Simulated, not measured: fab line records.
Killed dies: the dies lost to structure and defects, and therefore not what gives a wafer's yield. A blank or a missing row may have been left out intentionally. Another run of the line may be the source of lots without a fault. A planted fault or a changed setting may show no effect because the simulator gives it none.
Chamber matching	flow berkeley cmos170	4 sister chambers for UCB170_V1_CMP_02 on cmp-01
The step polishes SiO2. 7 wafers are shown with their chamber, then 7 later ones without.

== WAFERS WITH THEIR CHAMBER ==
wafer	chamber	motor current A (A)	edge zone pressure frac
L172.3	0	15.0	1.002
L177.2	2	14.8	0.999
L177.5	2	13.8	0.996
L176.3	3	13.7	0.999
L176.6	1	18.0	0.994
L179.1	3	12.9	0.995
L179.2	1	16.8	0.990

== WAFERS WHOSE CHAMBER IS MISSING ==
wafer	motor current A (A)	edge zone pressure frac
L179.3	15.0	1.000
L180.1	14.6	1.001
L180.5	13.0	0.994
L180.6	15.9	0.991
L191.1	14.0	1.000
L191.3	17.1	1.006
L191.4	15.9	1.005

== CHAMBER TAKEN BY EACH ==
wafer	from the rows above	in truth
L179.3	can't be placed: 0 or 2 or 3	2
L180.1	can't be placed: 0 or 2 or 3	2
L180.5	can't be placed: 3 or 2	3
L180.6	can't be placed: 1 or 2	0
L191.1	can't be placed: 2 or 3 or 0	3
L191.3	can't be placed: 0 or 2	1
L191.4	can't be placed: 0 or 2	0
0 of 7 placed correctly. From these rows, 7 cannot be placed; in 5 the true chamber is one of the candidates. Wrongly placed: 0.
How it was worked out, from the rows above alone: a wafer's distance from a chamber is the root of the sum, over the readings, of the square of ((its reading less the chamber's mean) divided by the reading's scatter). The wafer belongs to the nearest chamber; if the next one is less than 2 further off, it can't be placed. The mean given for a chamber averages the wafers shown for that chamber. How the scatter is found: for the shown wafers, subtract from each reading the mean of its chamber, square and add these, divide the total by (wafers less chambers), then take the root.
